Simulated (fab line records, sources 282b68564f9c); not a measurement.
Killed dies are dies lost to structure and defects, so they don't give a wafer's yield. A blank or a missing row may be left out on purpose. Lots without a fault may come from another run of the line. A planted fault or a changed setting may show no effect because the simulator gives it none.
Which tool did it? | flow rit_cmos | 14 lots, 42 wafers sampled, at 2 steps of a route of 202

WHAT THE GAUGES READ, wafer by wafer
The record holds no reading of a measuring or inspecting step that can be judged against a usual standard deviation.

WHICH TOOL RAN EACH LOT (tool, then ch and the chambers of the sampled wafers, then the start)
lot  | RIT_CONTACT_STRIP_12                | RIT_M1_PROBE_99
L363 | plasma_asher-02 ch 0,1, day 3 13:28 | -
L364 | plasma_asher-04 ch 0,1, day 3 16:16 | -
L365 | plasma_asher-01 ch 0,1, day 3 19:35 | -
L367 | plasma_asher-04 ch 0,1, day 4 05:58 | -
L368 | plasma_asher-01 ch 0,1, day 4 12:50 | -
L369 | plasma_asher-04 ch 0,1, day 4 22:04 | -
L370 | plasma_asher-04 ch 0,1, day 5 01:06 | -
L371 | plasma_asher-01 ch 0,1, day 5 06:12 | -
L373 | plasma_asher-01 ch 0,1, day 5 14:12 | -
L374 | plasma_asher-01 ch 0,1, day 5 17:08 | prober-01, day 5 21:58
L376 | plasma_asher-01 ch 0,1, day 6 01:44 | prober-01, day 6 06:26
L378 | plasma_asher-04 ch 0,1, day 6 11:24 | -
L384 | plasma_asher-01 ch 0,1, day 7 17:55 | prober-01, day 7 22:34
L385 | plasma_asher-01 ch 0,1, day 7 22:53 | prober-02, day 8 03:36
- RIT_CONTACT_STRIP_12: strips in O2, time 180 s.
- RIT_M1_PROBE_99

WHAT THE TOOLS THEMSELVES READ (means of the sampled wafers that have a number; where no wafer has one, the mark that the record gives instead)
RIT_CONTACT_STRIP_12.
lot  | tool            | drypump_motor_current_A (A)
L363 | plasma_asher-02 | 5.6
L364 | plasma_asher-04 | 5.5
L365 | plasma_asher-01 | 5.7
L367 | plasma_asher-04 | 5.3
L368 | plasma_asher-01 | 5.7
L369 | plasma_asher-04 | 5.5
L370 | plasma_asher-04 | 5.5
L371 | plasma_asher-01 | 5.7
L373 | plasma_asher-01 | 5.7
L374 | plasma_asher-01 | 5.2
L376 | plasma_asher-01 | 5.7
L378 | plasma_asher-04 | 5.3
L384 | plasma_asher-01 | 5.7
L385 | plasma_asher-01 | 5.3

RIT_M1_PROBE_99.
lot  | tool      | killed_at_M0_to_M3 | killed_at_contacts | killed_at_front_end | killed_dies | killed_on_rim | killed_open | killed_short
L374 | prober-01 | 0.0                | 0.0                | 6.3                 | 6.3         | 1.3           | 3.0         | 3.3
L376 | prober-01 | 0.0                | 0.0                | 6.7                 | 6.7         | 2.7           | 3.7         | 3.0
L384 | prober-01 | 0.0                | 10.3               | 5.3                 | 15.7        | 8.3           | 1.0         | 4.3
L385 | prober-02 | 0.0                | 4.7                | 3.3                 | 8.0         | 3.3           | 2.0         | 1.3

THE ANSWER, worked out from the rows above alone
Rule: what is usual is taken from the lots themselves. Put in order of their means at a reading, lots are off if they are a third of the lots or fewer, leave a main group of 4 or more, and stand apart from it by a gap of 3 or more times the standard deviation of the main group's means; of several such gaps the widest counts. A main group whose means are all the same, to the digits that the tables above print for the reading, isn't used. A lot without any number at a reading at which 4 lots or more have one is off too. The other lots that the step has rows for count as sound. The gauges are gone through in route order, then the tools' own readings, and for those a lot's mean is taken as printed above. The first step at which some lot is off is used, and at that step the reading that is off furthest; a lot without a number counts as furthest.
No lot is off at any reading shown: from this, nothing can be told.

WHAT THE SIMULATOR HAD PUT IN
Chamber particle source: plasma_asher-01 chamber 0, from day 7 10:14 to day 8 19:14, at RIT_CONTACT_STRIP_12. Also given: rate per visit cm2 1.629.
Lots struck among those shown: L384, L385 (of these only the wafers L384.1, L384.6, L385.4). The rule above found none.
